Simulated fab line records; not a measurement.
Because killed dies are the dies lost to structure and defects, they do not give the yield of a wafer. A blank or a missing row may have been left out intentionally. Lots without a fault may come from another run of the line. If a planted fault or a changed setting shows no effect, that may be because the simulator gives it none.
2 desks, one fault | flow rit-cmos | each desk holds nothing but its own numbers, with what lay behind them at the end

== TOOL OWNER'S DESK, furnace-03 ==
The tool's own readings at RIT_REOX_OXIDATION_03 (target thk 25.2 nm, ox time 5580 s): means of the sampled wafers that have a number, for each lot that ran on this tool. A lot is out of limits, marked OUT, if its mean lies more than 4 standard deviations from the usual mean; the brackets give that distance.
Columns: A = spike-tc-load-C at RIT_REOX_OXIDATION_03, usual 926 C; B = tube-center-temp-C at RIT_REOX_OXIDATION_03, usual 900.00 C; C = zone-power-load-pct at RIT_REOX_OXIDATION_03, usual 26.2 %
lot  | first seen here | A   | B      | C
L954 | day 2 15:09     | 921 | 900.02 | 24.1
L955 | day 2 18:06     | 921 | 899.95 | 24.0
L957 | day 3 05:12     | 920 | 900.01 | 24.3
L962 | day 4 05:13     | 922 | 899.86 | 24.0
L973 | day 6 13:22     | 921 | 900.00 | 24.3
L974 | day 6 20:07     | 922 | 900.08 | 24.1
This desk found nothing out of limits on any of the 6 lots.

== THE METROLOGY DESK ==
What the gauges read, lot by lot, whatever tool the lot ran on: means of the sampled wafers that have a number. A lot is out of limits, marked OUT, if its mean lies more than 4 standard deviations from the usual mean; the brackets give that distance.
Columns: A = REOX_OXIDE_THK at RIT_REOX_THK_MEAS_04, usual 25.4 nm; B = cd-nm at RIT_M1_CD_MEAS_90, usual 2599.9 nm
lot  | first seen here | A               | B
L954 | day 2 17:42     | 24.6            | 2599.1
L955 | day 2 20:40     | 25.3            | 2600.5
L956 | day 3 03:47     | 25.2            | 2601.6
L957 | day 3 07:45     | 28.9 (+6.9) OUT | 2599.7
L961 | day 4 03:59     | 25.5            | 2599.4
L962 | day 4 07:46     | 29.2 (+7.7) OUT | 2600.8
L966 | day 5 03:54     | 25.2            | 2597.6
L969 | day 5 18:58     | 25.2            | 2597.3
L972 | day 6 11:01     | 24.8            | 2596.7
L973 | day 6 15:55     | 26.1            | 2600.1
L974 | day 6 22:40     | 26.1            | 2597.0
L975 | day 7 03:13     | 26.1            | 2599.9
L976 | day 7 08:16     | 25.2            | 2601.5
L977 | day 7 15:37     | 24.9            | 2600.5
This desk finds L957, L962 out of limits, with the earliest case on L957 at day 3 07:45 (REOX_OXIDE_THK at RIT_REOX_THK_MEAS_04). L954, L955, L956, L961, L966, L969, L972, L973, L974, L975, L976, L977: within limits.

== ALL TOGETHER ==
L957, L962 would have let the metrology desk raise an alarm at day 3 07:45.
The tool owner's desk saw nothing out of limits.
Tool owner's desk: L957, L962 on record, inside its limits.
Every lot named ran RIT_REOX_OXIDATION_03 on furnace-03.

== WHAT THE SIMULATOR PUT IN ==
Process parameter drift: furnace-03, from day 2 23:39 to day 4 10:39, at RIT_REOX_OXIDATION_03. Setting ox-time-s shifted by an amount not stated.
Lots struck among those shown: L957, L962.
Delay in hours, fault start to first out-of-limits reading, per desk: metrology desk 8.
